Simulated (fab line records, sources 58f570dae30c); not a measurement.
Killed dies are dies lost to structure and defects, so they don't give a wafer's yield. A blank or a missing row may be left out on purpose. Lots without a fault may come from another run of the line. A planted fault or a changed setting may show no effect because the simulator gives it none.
Split-lot experiment | flow berkeley_cmos170 | 5 lots, 23 wafers read, on a route of 331 steps

THE SPLIT
At UCB170_CONTACT_COAT_04 (resist thk 900 nm), the setting spin_rpm was moved away from the recipe's 1500 rpm on 4 of the 23 wafers read, by +3.3% to +7.3%. The other wafers ran this setting at the recipe's value.

The reading is taken at the split's own step.

THE READING
KrF_of_CONTACT_COAT_04.thk_nm (the simulator's own value, which no gauge read), in nm, at UCB170_CONTACT_COAT_04 (resist thk 900 nm). The file gives no usual value for it. The 19 wafers here that ran the recipe average 900.5 nm, standard deviation 2.3 nm.

wafer  | tool, chamber at the split | spin_rpm as run, rpm | against the recipe | KrF_of_CONTACT_COAT_04.thk_nm, nm | against lot-mates on the recipe
L076.1 | litho_track-02, 0          | 1610                 | +7.3%              | 867.7                             | -33.6
L076.2 | litho_track-02, 0          | 1610                 | +7.3%              | 865.1                             | -36.2
L076.3 | litho_track-02, 0          | 1500                 | recipe             | 900.2                             | -
L076.4 | litho_track-02, 0          | 1500                 | recipe             | 902.2                             | -
L076.6 | litho_track-02, 0          | 1500                 | recipe             | 901.4                             | -
L077.1 | litho_track-04, 0          | 1500                 | recipe             | 901.6                             | -
L077.2 | litho_track-04, 0          | 1550                 | +3.3%              | 887.4                             | -15.5
L077.4 | litho_track-04, 0          | 1500                 | recipe             | 903                               | -
L077.5 | litho_track-04, 0          | 1550                 | +3.3%              | 885.4                             | -17.5
L077.6 | litho_track-04, 0          | 1500                 | recipe             | 904                               | -
L078.1 | litho_track-04, 0          | 1500                 | recipe             | 901.9                             | -
L078.2 | litho_track-04, 0          | 1500                 | recipe             | 901.6                             | -
L078.4 | litho_track-04, 0          | 1500                 | recipe             | 901.8                             | -
L078.5 | litho_track-04, 0          | 1500                 | recipe             | 902.3                             | -
L078.6 | litho_track-04, 0          | 1500                 | recipe             | 902.6                             | -
L082.1 | litho_track-01, 0          | 1500                 | recipe             | 901.1                             | -
L082.3 | litho_track-01, 0          | 1500                 | recipe             | 900.2                             | -
L082.4 | litho_track-01, 0          | 1500                 | recipe             | 900.5                             | -
L083.1 | litho_track-01, 0          | 1500                 | recipe             | 898.8                             | -
L083.3 | litho_track-01, 0          | 1500                 | recipe             | 896.3                             | -
L083.4 | litho_track-01, 0          | 1500                 | recipe             | 896.9                             | -
L083.5 | litho_track-01, 0          | 1500                 | recipe             | 896.4                             | -
L083.6 | litho_track-01, 0          | 1500                 | recipe             | 897.3                             | -

THE FIT
A straight line over all 23 wafers: KrF_of_CONTACT_COAT_04.thk_nm changes by -4.59 nm for each +1% of spin_rpm; r = -0.98; the points scatter about the line by 2.2 nm.
The same after taking each lot's own level away (the mean of its wafers on the recipe; 23 wafers): -4.78 nm for each +1%; r = -1.00; scatter 0.88 nm.
On that fit, the largest move of spin_rpm shifts the reading by 35 nm.
The lots' own levels span 897.14 to 902.87 nm, that is 2.5 times the standard deviation above.
So the lot-to-lot level changes the slope little: the two slopes agree.
Check: with one of the wafers moved furthest among these (+7.3%) left out of the fit, the line predicts -36.2 nm for it against its lot-mates. It came out at -33.6 nm against them.

OTHER SPLITS ON THESE WAFERS
These wafers also went through other splits before the reading. Each is held against what the fit with the lots' levels taken away leaves over:
other split on the same wafers     | wafers away from the commonest value | r with KrF_of_CONTACT_COAT_04.thk_nm (lot level and that fit taken away)
UCB170_PLDD_EXPOSE_03 dose_mj      | 11                                   | -0.10
UCB170_NLDD_COAT_01 resist_thk_nm  | 11                                   | -0.14
UCB170_NLDD_IMPLANT_08 energy_kev  | 8                                    | -0.12
UCB170_PSD_EXPOSE_03 dose_mj       | 8                                    | +0.12
UCB170_NSD_IMPLANT_08 energy_kev   | 4                                    | +0.04
UCB170_SILICIDE_SPUTTER_01 power_w | 7                                    | +0.35

THE WHOLE CHAIN: every reading that the file lists as answering this split, in the file's order
step                    | what it does      | reading                                                                        | change (the file's fit)              | r (the file's)
UCB170_CONTACT_COAT_04  | resist thk 900 nm | KrF_of_CONTACT_COAT_04.thk_nm (the simulator's own value, which no gauge read) | -4.78 nm for each +1% of the setting | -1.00
UCB170_CONTACT_STRIP_06 | strips in O2      | strip_time_to_endpoint_s                                                       | withheld for each +1% of the setting | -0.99

THE FILE'S OWN FIT
KrF_of_CONTACT_COAT_04.thk_nm changes by -4.78 nm for each +1% of spin_rpm, r = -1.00.
